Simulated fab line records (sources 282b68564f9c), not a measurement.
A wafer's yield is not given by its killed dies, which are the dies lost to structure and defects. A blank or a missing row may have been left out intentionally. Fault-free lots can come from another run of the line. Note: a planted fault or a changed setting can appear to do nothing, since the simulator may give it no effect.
fab line records	flow rit_cmos
[record] lots = 7	wafers = 21	last_day = 7
route steps=202 shown SPACER@127 NSD@131 PSD@142 SDANNEAL@153 PLDD@159 M1@202
lots that met no fault: taken from a fault-free run of the same line
start_h: start of the lot's first displayed wafer, in hours after the record's first day	wait_h: hours since the lot's step before	" identical to the entry in the row above	L1.1+2: one row covering several wafers at once	- no value, or no start given	* or withheld: withheld	< > ~ a bound
route shown NAME@n: NAME is a module with steps in the file, n the number in the route of the first one	usual: average and standard deviation across the fault-free wafers	same: alike in all rows	chamber/n: place in a boat	sites: per-site readings	_std_site: standard deviation across them	_edge_site: the outer-site mean with the inner-site mean subtracted	radius_mm: for every site, how far away it sits from the centre of the wafer	mask NAME#n: copy n	behind: the tool/chamber that last shaped the wafer	hold: what put the lot on hold/how long, in hours/how the hold closed	device: which transistor (n, p or np) failed to switch	end of line: tests run on the same wafers once the route is complete	for a step that has no rows: nothing shown but its recipe	killed: count of dies lost to structure and defects at first sort (not the wafer's yield)	map: shows each die of a wafer: x if killed, . if not, _ if none is there
set.NAME: the setting that was run; set.NAME@STEP: the one run at that earlier step	model.NAME: the simulator's own value behind a step, which no gauge read
lots at some steps of the route; a table a step, a row a wafer
services: the hour from which a tool's chamber was out of use, counted from the record's first day as start_h (under 0 if before that day), plus the number of hours and why
[[steps]]
[step RIT_SPACER_CLEAN_02]
[recipe] chemistry = SC2	mix = 3:3:50	time_s = 600	temp_c = 75	dry = n2_spin
[step RIT_SPACER_CVD_03]
[recipe] material = Si3N4	target_thk_nm = 250	temp_c = 810	precursor = SiH2Cl2/NH3	time_s = 3300	pressure_mtorr = 300	sih2cl2_flow_sccm = 60	nh3_flow_sccm = 150
[step RIT_SPACER_THK_MEAS_04]
[recipe] reads = Si3N4_of_SPACER_CVD_03
[usual] SPACER_NITRIDE_THK = 250.9/2.1
lot.wafer	tool	chamber	start_h	wait_h	SPACER_NITRIDE_THK[nm]
L485.4	film_metro-03	-	73.14	0.0	248.6
L485.5	"	-	"	"	248.2
L485.6	"	-	"	"	246.6
L488.4	film_metro-03	-	88.11	0.0	251.9
L488.5	"	-	"	"	250.1
L488.6	"	-	"	"	250.8
L491.3	film_metro-04	-	102.74	0.0	250.3
L491.4	"	-	"	"	247.5
L491.5	"	-	"	"	248.7
L492.2	film_metro-01	-	110.46	0.0	251.5
L492.4	"	-	"	"	252.0
L492.5	"	-	"	"	251.7
L495.1	film_metro-03	-	125.11	0.0	250.1
L495.2	"	-	"	"	248.1
L495.4	"	-	"	"	246.4
L501.1	film_metro-01	-	156.54	0.0	255.0
L501.4	"	-	"	"	253.8
L501.5	"	-	"	"	251.4
L502.2	film_metro-01	-	161.20	0.0	251.0
L502.4	"	-	"	"	251.3
L502.5	"	-	"	"	251.8
[step RIT_SPACER_ETCHBACK_05]
[recipe] target_depth_a = 2500	SF6_flow_sccm = 30	CHF3_flow_sccm = 30	target = Si3N4	chemistry = SF6/CHF3	pressure_mtorr = 40	rf_w = 250	time_s = 240	stop_on = SiO2
[usual] drypump_motor_current_A = 5.6/0.57	oes_product_au = 0.847/0.016	throttle_valve_pct = 10.27/0.16
lot.wafer	tool	chamber	start_h	wait_h	drypump_motor_current_A	oes_product_au	rf_hours_counter_h	throttle_valve_pct
L485.4	rie_diel-02	2	73.17	0.0	5.0	0.823	65	10.37
L485.5	"	1	"	"	5.9	0.870	-	10.16
L485.6	"	0	"	"	4.9	0.843	-	10.04
L488.4	rie_diel-02	0	88.14	0.0	4.9	0.853	6	10.06
L488.5	"	2	"	"	5.0	0.825	-	10.37
L488.6	"	3	"	"	6.5	0.820	-	10.29
L491.3	rie_diel-01	2	102.78	0.0	5.4	0.842	102	10.30
L491.4	"	1	"	"	6.4	0.851	50	9.97
L491.5	"	1	"	"	6.3	0.852	-	9.95
L492.2	rie_diel-04	1	110.51	0.0	6.4	0.830	150	10.39
L492.4	"	0	"	"	5.7	0.865	3	10.53
L492.5	"	2	"	"	5.2	0.835	-	10.20
L495.1	rie_diel-04	1	125.17	0.1	6.4	0.824	150	10.39
L495.2	"	3	"	"	4.7	0.862	46	10.45
L495.4	"	2	"	"	5.2	0.817	35	10.19
L501.1	rie_diel-02	1	156.60	0.1	5.9	0.878	115	10.16
L501.4	"	1	"	"	5.9	0.876	-	10.15
L501.5	"	2	"	"	5.0	0.833	-	10.37
L502.2	rie_diel-01	1	161.25	0.0	6.3	0.857	51	9.95
L502.4	"	3	"	"	5.4	0.859	6	10.23
L502.5	"	0	"	"	6.0	0.847	-	10.40
[step RIT_NSD_HMDS_00]
[recipe] prime_time_s = 60	prime_temp_c = 140
[step RIT_NSD_COAT_01]
[recipe] resist = NOVOLAK	spin_rpm = 3250	resist_thk_nm = 1000
[step RIT_NSD_SOFTBAKE_02]
[recipe] resist = NOVOLAK	temp_c = 90	time_s = 60
[step RIT_NSD_EXPOSE_03]
[recipe] mask_id = M9	na = 0.57	target_cd_nm = 40700	dose_mj = 250
[step RIT_NSD_PEB_04]
[recipe] resist = NOVOLAK	temp_c = withheld	time_s = withheld
[step RIT_NSD_DEVELOP_05]
[recipe] resist = NOVOLAK	develop_time_s = 50	dev_temp_c = 23
[step RIT_NSD_OVL_MEAS_06]
[usual] NSD_OVL = -1.3/1.5
lot.wafer	tool	chamber	start_h	wait_h	NSD_OVL[nm]
L485.4	overlay-02	-	74.18	-	-2.7
L485.5	"	-	"	"	-3.1
L485.6	"	-	"	"	-2.2
L488.4	overlay-01	-	89.28	-	-0.6
L488.5	"	-	"	"	-1.6
L488.6	"	-	"	"	-0.6
L491.3	overlay-01	-	103.92	-	-5.1
L491.4	"	-	"	"	-3.3
L491.5	"	-	"	"	-3.1
L492.2	overlay-01	-	111.64	-	1.5
L492.4	"	-	"	"	2.0
L492.5	"	-	"	"	0.5
L495.1	overlay-02	-	126.29	-	0.5
L495.2	"	-	"	"	1.2
L495.4	"	-	"	"	-0.2
L501.1	overlay-02	-	157.90	-	-1.3
L501.4	"	-	"	"	0.8
L501.5	"	-	"	"	-0.1
L502.2	overlay-02	-	162.26	-	-0.7
L502.4	"	-	"	"	-1.3
L502.5	"	-	"	"	-2.2
[step RIT_NSD_HARDBAKE_07]
[recipe] resist = NOVOLAK	temp_c = 140	time_s = 60
[step RIT_NSD_IMPLANT_08]
[recipe] species = P	energy_kev = 25	dose_cm2 = 9.866e+14	tilt_deg = 7
lot.wafer	tool	chamber	start_h	wait_h
L485.4+5+6	implanter-04	0	74.43	0.1
L488.4+5+6	implanter-04	0	89.52	0.1
L488.4+5+6	implanter-04	0	89.84	0.3
L491.3+4+5	implanter-03	0	104.14	0.1
L491.3+4+5	implanter-03	0	104.46	0.3
L492.2+4+5	implanter-04	0	111.85	0.1
L492.2+4+5	implanter-04	0	112.16	0.3
L495.1+2+4	implanter-02	0	126.48	0.1
L501.1+4+5	implanter-04	0	158.08	0.1
L502.2+4+5	implanter-02	0	162.47	0.1
[step RIT_NSD_STRIP_09]
[recipe] chemistry = O2	time_s = 180	resist = NOVOLAK	platen_temp_c = withheld	power_w = 500	pressure_mtorr = 4000	o2_flow_sccm = 4000
[usual] drypump_motor_current_A = 5.5/0.47
lot.wafer	tool	chamber	start_h	wait_h	drypump_motor_current_A	rf_hours_counter_h
L485.4	plasma_asher-03	0	74.56	0.1	5.9	-
L485.5	"	1	"	"	6.2	-
L485.6	"	0	"	"	5.9	-
L488.4	plasma_asher-01	0	89.97	0.1	5.1	-
L488.5	"	0	"	"	5.1	-
L488.6	"	1	"	"	5.3	-
L491.3	plasma_asher-01	0	104.61	0.1	5.1	-
L491.4	"	1	"	"	5.3	-
L491.5	"	0	"	"	5.1	-
L492.2	plasma_asher-01	0	112.29	0.1	5.1	47
L492.4	"	1	"	"	5.3	-
L492.5	"	0	"	"	5.1	-
L495.1	plasma_asher-02	1	126.63	0.1	4.9	48
L495.2	"	0	"	"	5.9	48
L495.4	"	0	"	"	5.9	-
L501.1	plasma_asher-02	0	158.23	0.1	5.9	51
L501.4	"	1	"	"	4.9	-
L501.5	"	0	"	"	5.9	-
L502.2	plasma_asher-03	1	162.59	0.1	6.2	38
L502.4	"	1	"	"	6.2	-
L502.5	"	1	"	"	6.2	-
[step RIT_NSD_TW_MEAS_10]
[usual] NSD_TW = 3141/39
lot.wafer	tool	chamber	start_h	wait_h	NSD_TW
L485.4	film_metro-01	-	74.71	0.1	3147
L485.5	"	-	"	"	3144
L485.6	"	-	"	"	3146
L488.4	film_metro-01	-	90.12	0.1	3562
L488.5	"	-	"	"	3559
L488.6	"	-	"	"	3545
L491.3	film_metro-04	-	104.75	0.1	3593
L491.4	"	-	"	"	3593
L491.5	"	-	"	"	3606
L492.2	film_metro-04	-	112.47	0.1	3610
L492.4	"	-	"	"	3614
L492.5	"	-	"	"	3619
L495.1	film_metro-04	-	126.80	0.1	3163
L495.2	"	-	"	"	3182
L495.4	"	-	"	"	3180
L501.1	film_metro-02	-	158.41	0.1	3095
L501.4	"	-	"	"	3069
L501.5	"	-	"	"	3080
L502.2	film_metro-02	-	162.78	0.1	3099
L502.4	"	-	"	"	3086
L502.5	"	-	"	"	3103
[step RIT_PSD_HMDS_00]
[recipe] prime_time_s = 60	prime_temp_c = 140
[step RIT_PSD_COAT_01]
[recipe] resist = NOVOLAK	spin_rpm = 3250	resist_thk_nm = 1000
[step RIT_PSD_SOFTBAKE_02]
[recipe] resist = NOVOLAK	temp_c = 90	time_s = 60
[step RIT_PSD_EXPOSE_03]
[recipe] mask_id = M10	na = 0.57	target_cd_nm = 40900	dose_mj = 250
[step RIT_PSD_PEB_04]
[recipe] resist = NOVOLAK	temp_c = withheld	time_s = withheld
[step RIT_PSD_DEVELOP_05]
[recipe] resist = NOVOLAK	develop_time_s = 50	dev_temp_c = 23
[step RIT_PSD_OVL_MEAS_06]
[usual] PSD_OVL = -1.8/1.3
lot.wafer	tool	chamber	start_h	wait_h	PSD_OVL[nm]
L485.4	overlay-02	-	75.61	-	0.8
L485.5	"	-	"	"	-2.6
L485.6	"	-	"	"	-0.9
L488.4	overlay-02	-	91.03	-	-1.0
L488.5	"	-	"	"	-2.0
L488.6	"	-	"	"	-3.1
L491.3	overlay-02	-	106.19	-	0.5
L491.4	"	-	"	"	-1.9
L491.5	"	-	"	"	-1.2
L492.2	overlay-02	-	113.38	-	-0.8
L492.4	"	-	"	"	-1.9
L492.5	"	-	"	"	-1.5
L495.1	overlay-02	-	127.71	-	-2.2
L495.2	"	-	"	"	-0.6
L495.4	"	-	"	"	-1.0
L501.1	overlay-01	-	159.44	-	0.0
L501.4	"	-	"	"	-1.0
L501.5	"	-	"	"	-0.7
L502.2	overlay-01	-	163.68	-	-4.1
L502.4	"	-	"	"	-2.3
L502.5	"	-	"	"	-1.7
[step RIT_PSD_HARDBAKE_07]
[recipe] resist = NOVOLAK	temp_c = 140	time_s = 60
[step RIT_PSD_IMPLANT_08]
[recipe] species = BF2	energy_kev = 27	dose_cm2 = 4.885e+15	tilt_deg = 7
[step RIT_PSD_STRIP_09]
[recipe] chemistry = O2	time_s = 180	resist = NOVOLAK	platen_temp_c = withheld	power_w = 500	pressure_mtorr = 4000	o2_flow_sccm = 4000
[usual] drypump_motor_current_A = 5.4/0.45
lot.wafer	tool	chamber	start_h	wait_h	drypump_motor_current_A	rf_hours_counter_h
L485.4	plasma_asher-04	0	75.98	0.1	4.8	-
L485.5	"	1	"	"	5.4	-
L485.6	"	0	"	"	4.8	-
L488.4	plasma_asher-04	1	91.41	0.1	5.4	-
L488.5	"	0	"	"	4.8	-
L488.6	"	1	"	"	5.4	-
L491.3	plasma_asher-04	1	106.57	0.1	5.4	-
L491.4	"	0	"	"	4.8	-
L491.5	"	1	"	"	5.4	-
L492.2	plasma_asher-01	1	113.71	0.1	5.3	47
L492.4	"	0	"	"	5.1	-
L492.5	"	0	"	"	5.1	-
L495.1	plasma_asher-01	0	128.12	0.1	5.1	48
L495.2	"	1	"	"	5.3	48
L495.4	"	0	"	"	5.1	-
L501.1	plasma_asher-01	0	159.78	0.1	5.1	52
L501.4	"	1	"	"	5.3	-
L501.5	"	1	"	"	5.3	-
L502.2	plasma_asher-03	1	164.01	0.1	6.2	39
L502.4	"	0	"	"	5.9	-
L502.5	"	0	"	"	5.9	-
[step RIT_PSD_TW_MEAS_10]
[usual] PSD_TW = 3460/45
lot.wafer	tool	chamber	start_h	wait_h	PSD_TW
L485.4	film_metro-04	-	76.13	0.1	3513
L485.5	"	-	"	"	3502
L485.6	"	-	"	"	3526
L488.4	film_metro-04	-	91.55	0.1	3507
L488.5	"	-	"	"	3500
L488.6	"	-	"	"	3500
L491.3	film_metro-04	-	106.71	0.1	3507
L491.4	"	-	"	"	3509
L491.5	"	-	"	"	3511
L492.2	film_metro-01	-	113.89	0.1	3431
L492.4	"	-	"	"	3473
L492.5	"	-	"	"	3465
L495.1	film_metro-04	-	128.30	0.1	3508
L495.2	"	-	"	"	3509
L495.4	"	-	"	"	3506
L501.1	film_metro-04	-	159.95	0.1	3492
L501.4	"	-	"	"	3469
L501.5	"	-	"	"	3508
L502.2	film_metro-02	-	164.20	0.1	3392
L502.4	"	-	"	"	3406
L502.5	"	-	"	"	3391
[step RIT_SDANNEAL_CLEAN_00]
[recipe] chemistry = SC1	mix = 3:3:50	time_s = 600	temp_c = 75
[step RIT_SDANNEAL_CLEAN_01]
[recipe] chemistry = dHF	dilution = 50:1	time_s = 30
[step RIT_SDANNEAL_CLEAN_02]
[recipe] chemistry = SC2	mix = 3:3:50	time_s = 600	temp_c = 75	dry = n2_spin
[step RIT_SDANNEAL_RTA_03]
[recipe] temp_c = 1050	time_s = 5	idle_temp_c = 600	ramp_up_c_per_s = 342	ramp_down_c_per_s = 171	cool_to_c = 600	ambient = N2
[usual] anneal_temp_c_max = 1053.7/0.81	wafer_temp_C_max = 1053.5/1.1
lot.wafer	tool	chamber	start_h	wait_h	anneal_temp_c_max	wafer_temp_C_max
L485.4	rtp_anneal-01	0	76.55	0.0	1052.6	1053.0
L485.5	"	0	"	"	1053.1	1053.1
L485.6	"	0	"	"	1054.2	1053.7
L488.4	rtp_anneal-02	0	92.00	0.0	1053.1	1053.0
L488.5	"	0	"	"	1053.3	1053.4
L488.6	"	0	"	"	1053.4	1052.3
L491.3	rtp_anneal-01	0	107.13	0.0	1053.0	1052.0
L491.4	"	0	"	"	1052.7	1054.4
L491.5	"	0	"	"	1053.1	1053.1
L492.2	rtp_anneal-02	0	114.32	0.0	1055.1	1052.5
L492.4	"	0	"	"	1053.4	1053.1
L492.5	"	0	"	"	1053.7	1053.1
L495.1	rtp_anneal-01	0	128.92	0.0	1052.9	1056.3
L495.2	"	0	"	"	1053.7	1052.3
L495.4	"	0	"	"	1053.6	1051.0
L501.1	rtp_anneal-01	0	160.39	0.0	1053.5	1054.2
L501.4	"	0	"	"	1054.3	1052.0
L501.5	"	0	"	"	1053.1	1052.7
L502.2	rtp_anneal-02	0	164.62	0.0	1053.2	1054.4
L502.4	"	0	"	"	1053.1	1054.3
L502.5	"	0	"	"	1054.0	1052.0
[step RIT_SDANNEAL_RS_MEAS_04]
[recipe] thk_meas_gauge = four-point-probe
[usual] PSD_RS = 116.29/0.29
lot.wafer	tool	chamber	start_h	wait_h	PSD_RS[ohm/sq]
L485.4	film_metro-04	-	76.64	0.1	116.07
L485.5	"	-	"	"	116.63
L485.6	"	-	"	"	116.70
L488.4	film_metro-04	-	92.09	0.1	116.03
L488.5	"	-	"	"	115.87
L488.6	"	-	"	"	115.74
L491.3	film_metro-01	-	107.21	0.1	116.00
L491.4	"	-	"	"	115.78
L491.5	"	-	"	"	115.92
L492.2	film_metro-01	-	114.39	0.1	116.08
L492.4	"	-	"	"	116.32
L492.5	"	-	"	"	116.34
L495.1	film_metro-04	-	128.98	0.0	116.73
L495.2	"	-	"	"	116.53
L495.4	"	-	"	"	116.79
L501.1	film_metro-04	-	160.45	0.0	116.35
L501.4	"	-	"	"	116.58
L501.5	"	-	"	"	116.42
L502.2	film_metro-02	-	164.69	0.1	116.32
L502.4	"	-	"	"	115.94
L502.5	"	-	"	"	115.87
[step RIT_SDANNEAL_RS_MEAS_05]
[recipe] thk_meas_gauge = four-point-probe
[usual] NSD_RS = 85.50/0.3
lot.wafer	tool	chamber	start_h	wait_h	NSD_RS[ohm/sq]
L485.4	film_metro-04	-	76.76	0.1	84.98
L485.5	"	-	"	"	84.76
L485.6	"	-	"	"	85.05
L488.4	film_metro-04	-	92.21	0.1	52.84
L488.5	"	-	"	"	52.67
L488.6	"	-	"	"	52.64
L491.3	film_metro-01	-	107.48	0.3	52.76
L491.4	"	-	"	"	52.56
L491.5	"	-	"	"	52.44
L492.2	film_metro-01	-	114.51	0.1	52.84
L492.4	"	-	"	"	52.88
L492.5	"	-	"	"	53.04
L495.1	film_metro-04	-	129.10	0.1	85.98
L495.2	"	-	"	"	85.83
L495.4	"	-	"	"	85.67
L501.1	film_metro-04	-	160.57	0.1	85.10
L501.4	"	-	"	"	85.53
L501.5	"	-	"	"	85.50
L502.2	film_metro-02	-	164.81	0.1	85.20
L502.4	"	-	"	"	85.00
L502.5	"	-	"	"	84.92
[step RIT_SDANNEAL_RS_MEAS_06]
[recipe] thk_meas_gauge = four-point-probe
[usual] PLDD_RS = 178.7/0.4
lot.wafer	tool	chamber	start_h	wait_h	PLDD_RS[ohm/sq]
L485.4	film_metro-04	-	76.88	0.1	178.8
L485.5	"	-	"	"	178.8
L485.6	"	-	"	"	178.8
L488.4	film_metro-04	-	92.33	0.1	178.9
L488.5	"	-	"	"	178.7
L488.6	"	-	"	"	178.6
L491.3	film_metro-01	-	107.60	0.1	178.8
L491.4	"	-	"	"	178.7
L491.5	"	-	"	"	178.3
L492.2	film_metro-01	-	114.63	0.1	177.9
L492.4	"	-	"	"	177.8
L492.5	"	-	"	"	178.5
L495.1	film_metro-04	-	129.22	0.1	178.6
L495.2	"	-	"	"	179.1
L495.4	"	-	"	"	178.5
L501.1	film_metro-04	-	160.69	0.1	178.9
L501.4	"	-	"	"	179.4
L501.5	"	-	"	"	178.3
L502.2	film_metro-02	-	164.93	0.1	178.7
L502.4	"	-	"	"	178.8
L502.5	"	-	"	"	178.8
[step RIT_M1_PROBE_99]
[usual] killed_at_contacts = 0.1/0.31	killed_at_front_end = 7/3.2	killed_dies = 7/3.2	killed_on_rim = 1.9/1.4	killed_open = 3.6/1.9	killed_short = 3.6/2
[same] gross_dies = 264	killed_at_M0_to_M3 = 0	killed_at_M4_up = 0	killed_at_back_side = 0	killed_at_other = 0
lot.wafer	tool	chamber	start_h	wait_h	killed_at_contacts	killed_at_front_end	killed_dies	killed_on_rim	killed_open	killed_short
L485.4	prober-01	-	84.23	0.2	0	4	4	1	2	2
L485.5	prober-01	-	84.28	0.2	0	6	6	1	3	3
L485.6	prober-01	-	84.33	0.2	0	1	1	1	1	0
L491.3	prober-02	-	115.69	0.2	0	7	7	1	5	2
L491.4	prober-02	-	115.74	0.2	1	6	7	4	2	5
L491.5	prober-02	-	115.79	0.2	0	6	6	1	2	4
L492.2	prober-02	-	122.26	0.1	0	11	11	3	5	5
L492.4	prober-02	-	122.36	0.2	0	13	13	4	5	6
L492.5	prober-02	-	122.41	0.2	0	8	8	1	2	6
L495.1	prober-01	-	136.37	0.1	0	12	12	3	4	8
L495.2	prober-01	-	136.42	0.1	0	13	13	3	7	6
L495.4	prober-01	-	136.52	0.2	0	6	6	2	4	2
L501.1	prober-01	-	167.83	0.1	0	10	10	4	5	5
L501.4	prober-01	-	167.98	0.2	0	8	8	4	4	4
L501.5	prober-01	-	168.03	0.2	0	7	7	0	3	4
L502.2	prober-02	-	172.13	0.1	0	7	7	3	2	5
L502.4	prober-02	-	172.23	0.2	0	5	5	0	3	2
L502.5	prober-02	-	172.28	0.2	0	8	8	3	3	5
// killed by level:class
L485.4 FOX1:geometric_particle:open=1 GATE:geometric_particle:open=1 GATE:geometric_particle:short=1 SPACER:geometric_particle:short=1
L485.5 GATE:geometric_particle:open=3 GATE:geometric_particle:short=2 REOX:geometric_particle:short=1
L485.6 GATE:geometric_particle:open=1
L491.3 GATE:geometric_particle:short=2 REOX:geometric_particle:open=2 FOX1:geometric_particle:open=1 GATE:geometric_particle:open=1 SPACER:geometric_particle:open=1
L491.4 SPACER:geometric_particle:short=3 GATE:geometric_particle:short=1 GATE:geometric_particle:open=1 REOX:geometric_particle:short=1 CONTACT:geometric_particle:open=1
L491.5 GATE:geometric_particle:short=3 FOX1:geometric_particle:open=1 SPACER:geometric_particle:open=1 SILICIDE:geometric_particle:short=1
L492.2 GATE:geometric_particle:short=2 REOX:geometric_particle:short=2 REOX:geometric_particle:open=2 SILICIDE:geometric_particle:open=2 FOX1:geometric_particle:short=1 GATE:geometric_particle:open=1 PRETRO:coat_microbubble_printed=1
L492.4 FOX1:geometric_particle:open=4 FOX1:geometric_particle:short=2 SPACER:geometric_particle:short=2 PRETRO:coat_microbubble_printed=2 GATE:geometric_particle:short=1 REOX:geometric_particle:open=1 REOX:geometric_particle:short=1
L492.5 GATE:geometric_particle:short=3 ACTIVE:geometric_particle:short=1 FOX1:geometric_particle:short=1 GATE:geometric_particle:open=1 REOX:geometric_particle:open=1 SPACER:geometric_particle:short=1
L495.1 GATE:geometric_particle:short=5 REOX:geometric_particle:short=2 FOX1:geometric_particle:open=1 FOX2:geometric_particle:open=1 GATE:geometric_particle:open=1 SPACER:geometric_particle:short=1 SPACER:geometric_particle:open=1
L495.2 FOX1:geometric_particle:short=3 GATE:geometric_particle:open=3 SILICIDE:geometric_particle:short=2 SILICIDE:geometric_particle:open=2 FOX1:geometric_particle:open=1 GATE:geometric_particle:short=1 SPACER:geometric_particle:open=1
L495.4 GATE:geometric_particle:open=2 SILICIDE:geometric_particle:open=2 FOX1:geometric_particle:short=1 GATE:geometric_particle:short=1
L501.1 GATE:geometric_particle:short=2 REOX:geometric_particle:open=2 SILICIDE:geometric_particle:short=2 FOX1:geometric_particle:open=1 FOX2:geometric_particle:short=1 GATE:geometric_particle:open=1 SILICIDE:geometric_particle:open=1
L501.4 SILICIDE:geometric_particle:short=2 FOX1:geometric_particle:open=1 FOX1:geometric_particle:short=1 FOX2:geometric_particle:open=1 GATE:geometric_particle:short=1 GATE:geometric_particle:open=1 REOX:geometric_particle:open=1
L501.5 FOX1:geometric_particle:short=3 FOX1:geometric_particle:open=1 GATE:geometric_particle:open=1 REOX:geometric_particle:open=1 SILICIDE:geometric_particle:short=1
L502.2 REOX:geometric_particle:short=2 REOX:geometric_particle:open=2 SILICIDE:geometric_particle:short=2 FOX2:geometric_particle:short=1
L502.4 FOX1:geometric_particle:open=1 GATE:geometric_particle:short=1 REOX:geometric_particle:short=1 REOX:geometric_particle:open=1 SILICIDE:geometric_particle:open=1
L502.5 SILICIDE:geometric_particle:short=2 FOX1:geometric_particle:open=1 FOX2:geometric_particle:short=1 GATE:geometric_particle:short=1 GATE:geometric_particle:open=1 SPACER:geometric_particle:open=1 SPACER:geometric_particle:short=1
[[services]]
tool	chamber	start_h	hours	kind
plasma_asher-01	-	71.10	1.1	repair
rie_diel-04	3	81.63	2.6	repair
plasma_asher-04	-	93.70	0.7	repair
plasma_asher-04	-	108.75	9.0	pm
plasma_asher-04	0	108.75	9.0	vent_cycle
plasma_asher-04	1	108.75	9.0	vent_cycle
implanter-04	-	113.77	1.9	repair
plasma_asher-04	-	117.75	2.8	pm
plasma_asher-04	0	117.75	-	clean
plasma_asher-04	1	117.75	-	clean
rie_diel-02	1	120.62	6.7	repair
rie_diel-01	-	123.80	1.0	repair
implanter-03	-	130.74	3.7	pm
implanter-03	-	142.26	7.6	repair
rie_diel-01	-	148.09	2.8	pm
rie_diel-04	1	150.03	-	clean
rie_diel-04	1	150.03	16.1	scheduled_down
rie_diel-04	1	150.03	16.1	vent_cycle
rie_diel-02	3	155.24	2.3	repair
[[key]]
[first_sign] step = RIT_NSD_IMPLANT_08	reading = visit	direction = added
[effect] step = RIT_NSD_TW_MEAS_10	reading = NSD_TW	direction = up	sigmas = 12	usual = 3141	struck = 3589
[effect] step = RIT_SDANNEAL_RS_MEAS_05	reading = NSD_RS	direction = down	sigmas = 99+	usual = 85.50	struck = 52.74
met_at RIT_NSD_IMPLANT_08
struck_wafers L488.4,L488.5,L488.6,L491.3,L491.4,L491.5,L492.2,L492.4,L492.5
tester_left_out L488,L491,L492
[fault] kind = repeated_step_whole	tool = implanter-02,implanter-03,implanter-04	chamber = -	onset_h = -	steps = RIT_NSD_IMPLANT_08	times = 1	scope = struck_lots_only
// tester_left_out: of these lots the tester's yield and bins aren't shown, on N5 and GAA mostly nor the transistor test; their killed dies are dies lost to structure and defects alone, not to doping, threshold or leakage, so they don't give the yield
